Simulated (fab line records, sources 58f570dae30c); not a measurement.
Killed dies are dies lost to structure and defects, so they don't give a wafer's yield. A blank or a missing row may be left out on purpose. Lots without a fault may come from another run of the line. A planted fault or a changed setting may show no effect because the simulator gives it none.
Which tool did it? | flow berkeley_cmos170 | 14 lots, 42 wafers sampled, at 2 steps of a route of 331

WHAT THE GAUGES READ, wafer by wafer
UCB170_NWELL_THK_MEAS_02.
lot  | measured    | on            | NWELL_OXIDE_THK (nm)
L869 | day 1 22:11 | film_metro-04 | 25.6 24.9 25.3
L870 | day 2 05:01 | film_metro-03 | 26.2 26.4 26.6
L871 | day 2 09:07 | film_metro-04 | 25.7 25.9 25.8
L872 | day 2 17:44 | film_metro-01 | 26.1 26.0 25.8
L876 | day 3 12:54 | film_metro-03 | 26.2 25.7 26.2
L877 | day 3 13:51 | film_metro-03 | 26.2 26.5 26.4
L884 | day 5 02:38 | film_metro-01 | 25.4 25.4 25.6
L885 | day 5 11:31 | film_metro-01 | 25.9 25.6 25.9
L887 | day 5 12:52 | film_metro-03 | 26.9 27.0 27.0
L886 | day 5 12:53 | film_metro-01 | 27.4 26.9 26.5
L888 | day 5 19:13 | film_metro-03 | 26.1 26.6 26.8
L890 | day 6 08:37 | film_metro-03 | 25.3 25.7 25.6
L891 | day 6 11:56 | film_metro-03 | 25.9 26.0 25.8
L892 | day 6 21:14 | film_metro-04 | 26.2 25.9 26.3

UCB170_PWELL_OVL_MEAS_13.
lot  | measured    | on         | PWELL_OVL (nm)
L869 | day 2 21:52 | overlay-01 | 8 1 1
L870 | day 3 05:17 | overlay-02 | 1 11 -8
L871 | day 3 09:49 | overlay-01 | -3 8 -1
L872 | day 3 18:31 | overlay-02 | 10 -1 3
L876 | day 4 11:37 | overlay-01 | 3 10 -5
L877 | day 4 17:19 | overlay-01 | 3 12 12
L884 | day 6 05:28 | overlay-01 | 5 4 3
L885 | day 6 13:13 | overlay-01 | -10 1 -5
L887 | day 6 13:16 | overlay-02 | 4 2 -10
L886 | day 6 12:58 | overlay-01 | 7 4 6
L888 | day 6 21:29 | overlay-01 | 3 -3 1
L890 | day 7 10:43 | overlay-02 | 0 2 1
L891 | day 7 11:00 | overlay-02 | 11 2 4
L892 | day 7 19:14 | overlay-02 | 7 -1 9

WHICH TOOL RAN EACH LOT (tool, then ch and the chambers of the sampled wafers, then the start)
The record holds no process step before these readings.

WHAT THE TOOLS THEMSELVES READ (means of the sampled wafers that have a number; where no wafer has one, the mark that the record gives instead)
The record holds no such reading with a usual standard deviation.

THE ANSWER, worked out from the rows above alone
Rule: what is usual is taken from the lots themselves. Put in order of their means at a reading, lots are off if they are a third of the lots or fewer, leave a main group of 4 or more, and stand apart from it by a gap of 3 or more times the standard deviation of the main group's means; of several such gaps the widest counts. A main group whose means are all the same, to the digits that the tables above print for the reading, isn't used. A lot without any number at a reading at which 4 lots or more have one is off too. The other lots that the step has rows for count as sound. The gauges are gone through in route order, then the tools' own readings, and for those a lot's mean is taken as printed above. The first step at which some lot is off is used, and at that step the reading that is off furthest; a lot without a number counts as furthest.
No lot is off at any reading shown: from this, nothing can be told.

WHAT THE SIMULATOR HAD PUT IN
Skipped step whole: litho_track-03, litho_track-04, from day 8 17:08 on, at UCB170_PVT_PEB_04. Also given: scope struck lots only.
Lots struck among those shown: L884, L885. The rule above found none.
